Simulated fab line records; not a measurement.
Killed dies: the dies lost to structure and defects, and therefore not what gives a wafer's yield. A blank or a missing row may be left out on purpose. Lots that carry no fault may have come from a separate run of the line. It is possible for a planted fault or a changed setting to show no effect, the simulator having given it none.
A lot that was struck, set against a sound lot    flow berkeley cmos170    14 out of 331 route steps
Sound: these wafers, L245.2, L245.4, L245.5. Wafers L255.1, L255.2, L255.4 were the ones struck. The cause comes at the end.
Order at every step that has rows: each side's tool, ch and its chambers, its first start. Under that, the readings that differ: sound wafers    struck wafers    difference of the means    sigmas: that difference in standard deviations of wafers without a fault.
alike: a reading whose means differ by less than 2 such deviations, as well as words and numbers matching on both sides. not compared: withheld readings; readings where some wafer has no value; bounds like >300 that might hide an equal value; numbers whose values overlap and for which the record gives no deviation.
Wherever a step has rows on one side only, a row that says differs or no value, or a row with sigmas, the two part there. Numbers that don't overlap but have no deviation are shown without sigmas and don't part them. Lack of a reading on every wafer of one side parts them only where that side has two or more wafers.

first, 1 step without rows for these wafers: UCB170_PSD_DEVELOP_05 (develop time 45 s).
UCB170_PSD_CD_MEAS_06 targets a cd of 1200 nm.
  sound on cd sem-02, day 8 04:34; struck on cd sem-01, day 9 17:39
  alike: cd nm
UCB170_PSD_OVL_MEAS_07:
  sound on overlay-01, day 8 04:40; struck on overlay-02, day 9 17:46
  alike: PSD_OVL
next, for these wafers, 1 step has no rows: UCB170_PSD_IMPLANT_08.
UCB170_PSD_STRIP_09: strips in O2.
  sound on plasma asher-02 ch 0,1, day 8 04:51; struck on plasma asher-04 ch 0,1, day 9 17:58
  alike: chamber pressure mTorr, drypump motor current A, oes product au, strip time to endpoint s
  not compared: rf hours counter h
UCB170_PSD_TW_MEAS_10:
  sound on film metro-02, day 8 04:58; struck on film metro-03, day 9 18:04
reading  sound           struck          difference  sigmas
PSD_TW   2351 2348 2349  2321 2310 2316  -34         -2
then, 6 steps without rows for these wafers: UCB170_PSD_CLEAN_11 (cleans in SPM, time 600 s); UCB170_NSD_HMDS_00 (prime time 60 s); UCB170_NSD_COAT_01 (resist thk 892.1 nm); UCB170_NSD_SOFTBAKE_02 (time 60 s); UCB170_NSD_EXPOSE_03 (exposes mask NSELECT MOD, target cd 1200 nm); UCB170_NSD_PEB_04.
UCB170_NSD_DEVELOP_05: develop time 45 s.
  struck on litho track-04, day 9 20:00; sound on litho track-03 ch 0, day 8 06:00
  no value came back on the struck wafers for chill plate temp C (C), develop time s (s); on the sound wafers chill plate temp C (C) reads 22.98 23.19 23.05
reading                               sound              struck             difference  sigmas
model.KrF_of_NSD_COAT_01.thk nm (nm)  878.9 877.8 881.4  890.6 889.6 892.3  +11.5       
UCB170_NSD_CD_MEAS_06 targets a cd of 1200 nm.
  sound on cd sem-01, day 8 07:04; struck on cd sem-01, day 9 20:31
reading     sound                 struck  difference                     sigmas
cd nm (nm)  1200.9 1204.2 1201.9  - - -   no value on the struck wafers  

## WHERE THEY PART
At UCB170_PSD_TW_MEAS_10 first; at UCB170_NSD_CD_MEAS_06 last (within this record only).

WHY: whatever the simulator had introduced
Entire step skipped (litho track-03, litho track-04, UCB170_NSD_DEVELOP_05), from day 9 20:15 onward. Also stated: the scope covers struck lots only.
